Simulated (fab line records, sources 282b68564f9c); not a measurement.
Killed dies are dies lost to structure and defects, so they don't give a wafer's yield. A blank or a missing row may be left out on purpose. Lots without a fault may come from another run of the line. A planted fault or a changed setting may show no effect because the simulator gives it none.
Which tool did it? | flow rit_cmos | 15 lots, 45 wafers sampled, at 3 steps of a route of 202

WHAT THE GAUGES READ, wafer by wafer
RIT_NLDD_TW_MEAS_10. Usual: NLDD_TW 2499, standard deviation 16.
lot  | measured    | on            | NLDD_TW        | flag
L847 | day 2 21:17 | film_metro-03 | 2482 2493 2491 |
L848 | day 3 04:32 | film_metro-03 | 2495 2471 2464 |
L849 | day 3 09:47 | film_metro-04 | 2507 2498 2501 |
L850 | day 3 10:59 | film_metro-03 | 2490 2469 2487 |
L851 | day 3 19:28 | film_metro-03 | 2476 2474 2479 |
L853 | day 3 23:44 | film_metro-01 | 2519 2527 2519 |
L854 | day 4 04:44 | film_metro-01 | 2517 2521 2527 |
L855 | day 4 10:29 | film_metro-03 | 2472 2476 2484 |
L856 | day 4 17:32 | film_metro-01 | 2530 2533 2514 |
L857 | day 4 21:22 | film_metro-04 | 2469 2470 2491 |
L858 | day 5 01:28 | film_metro-04 | 2497 2499 2497 |
L859 | day 5 08:02 | film_metro-01 | 2490 2492 2509 |
L860 | day 5 12:23 | film_metro-01 | 2507 2505 2502 |
L868 | day 7 03:25 | film_metro-03 | 2493 2483 2479 |
L870 | day 7 20:20 | film_metro-01 | 2502 2508 2508 |

RIT_CONTACT_CD_MEAS_08: target cd 1000 nm. Usual: cd_nm 999.8 nm, standard deviation 2.3.
lot  | measured    | on        | cd_nm (nm)                          | flag
L847 | day 3 07:13 | cd_sem-01 | 998.5 1000.5 1000.0                 |
L848 | day 3 14:23 | cd_sem-02 | 996.8 996.3 997.8                   |
L849 | day 3 19:29 | cd_sem-01 | 1001.2 1002.0 1002.3                |
L850 | day 3 21:47 | cd_sem-02 | 998.3 996.2 998.4                   |
L851 | day 4 05:09 | cd_sem-01 | 995.7 996.5 995.9                   |
L853 | day 4 09:47 | cd_sem-02 | 1002.9 1002.9 1001.7                |
L854 | day 4 14:32 | cd_sem-02 | 999.2 997.0 997.8                   |
L855 | day 4 20:15 | cd_sem-02 | 1004.9 1003.6 1001.6                |
L856 | day 5 03:17 | cd_sem-01 | 998.9 1000.2 998.8                  |
L857 | day 5 07:58 | cd_sem-02 | 999.6 999.6 1002.0                  |
L858 | day 5 12:16 | cd_sem-02 | 963.3 962.5 962.1 963.3 962.4 962.1 | OFF
L859 | day 5 17:34 | cd_sem-02 | 976.1 974.3 976.6 975.8 973.6 976.7 | OFF
L860 | day 5 22:05 | cd_sem-02 | 977.4 976.0 979.8 977.4 975.8 980.2 | OFF
L868 | day 8 00:34 | cd_sem-02 | 999.6 999.8 1001.1                  |
L870 | day 8 07:41 | cd_sem-01 | 1000.0 998.9 999.8                  |

WHICH TOOL RAN EACH LOT (tool, then ch and the chambers of the sampled wafers, then the start)
lot  | RIT_CONTACT_EXPOSE_05
L847 | iline_stepper-01 ch 0, day 3 06:41
L848 | iline_stepper-01 ch 0, day 3 13:52
L849 | iline_stepper-02 ch 0, day 3 18:58
L850 | iline_stepper-02 ch 0, day 3 21:16
L851 | iline_stepper-01 ch 0, day 4 04:38
L853 | iline_stepper-01 ch 0, day 4 09:11
L854 | iline_stepper-02 ch 0, day 4 14:01
L855 | iline_stepper-01 ch 0, day 4 19:44
L856 | iline_stepper-02 ch 0, day 5 02:46
L857 | iline_stepper-01 ch 0, day 5 07:26
L858 | iline_stepper-01 ch 0, day 5 11:44
L859 | iline_stepper-01 ch 0, day 5 17:03
L860 | iline_stepper-01 ch 0, day 5 21:34
L868 | iline_stepper-02 ch 0, day 8 00:03
L870 | iline_stepper-02 ch 0, day 8 07:10
- RIT_CONTACT_EXPOSE_05: exposes mask M11, target cd 1000 nm.

WHAT THE TOOLS THEMSELVES READ (means of the sampled wafers that have a number; where no wafer has one, the mark that the record gives instead)
RIT_CONTACT_EXPOSE_05. Usual: exposure_dose_mJ_cm2 249.89, standard deviation 0.26.
lot  | tool             | exposure_dose_mJ_cm2 | flag
L847 | iline_stepper-01 | 249.79               |
L848 | iline_stepper-01 | 250.12               |
L849 | iline_stepper-02 | 250.09               |
L850 | iline_stepper-02 | 249.71               |
L851 | iline_stepper-01 | 249.92               |
L853 | iline_stepper-01 | 249.74               |
L854 | iline_stepper-02 | 249.99               |
L855 | iline_stepper-01 | 250.10               |
L856 | iline_stepper-02 | 249.80               |
L857 | iline_stepper-01 | 250.03               |
L858 | iline_stepper-01 | 222.41               | OFF
L859 | iline_stepper-01 | 227.98               | OFF
L860 | iline_stepper-01 | 232.11               | OFF
L868 | iline_stepper-02 | 249.73               |
L870 | iline_stepper-02 | 249.95               |

THE ANSWER, worked out from the rows above alone
Rule: a lot is off if the mean of its wafers that have a number lies more than 3 standard deviations from the usual mean. A lot without any number at a reading at which 4 lots or more have one is off too. The other lots that the step has rows for count as sound. The gauges are gone through in route order, then the tools' own readings, and for those a lot's mean is taken as printed above. The first step at which some lot is off is used, and at that step the reading that is off furthest; a lot without a number counts as furthest.
Off: L858, L859, L860, at RIT_CONTACT_CD_MEAS_08 (cd_nm).
A tool fits if, at a process step before that reading, it ran every lot that is off, and no sound lot after the first of them. The gauges at RIT_CONTACT_CD_MEAS_08 aren't tried: what is off there is off at RIT_CONTACT_EXPOSE_05 too, on other tools, and a gauge's error can't cause that. One fits: iline_stepper-01 at RIT_CONTACT_EXPOSE_05. Its last sound lot is L857 (day 5 07:26), its first lot that is off L858 (day 5 11:44): a fault that began between those two fits.
The tool's own readings at RIT_CONTACT_EXPOSE_05 bear it out: on the lots that are off they differ by more than 5 times the standard deviation of the sound lots' means. exposure_dose_mJ_cm2 reads 227.50 there against 249.91 on the sound lots.

WHAT THE SIMULATOR HAD PUT IN
Process parameter drift: iline_stepper-01, from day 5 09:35 on, at RIT_CONTACT_EXPOSE_05. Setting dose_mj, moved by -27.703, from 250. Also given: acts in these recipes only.
Lots struck among those shown: L858, L859, L860. The rule above found the same.
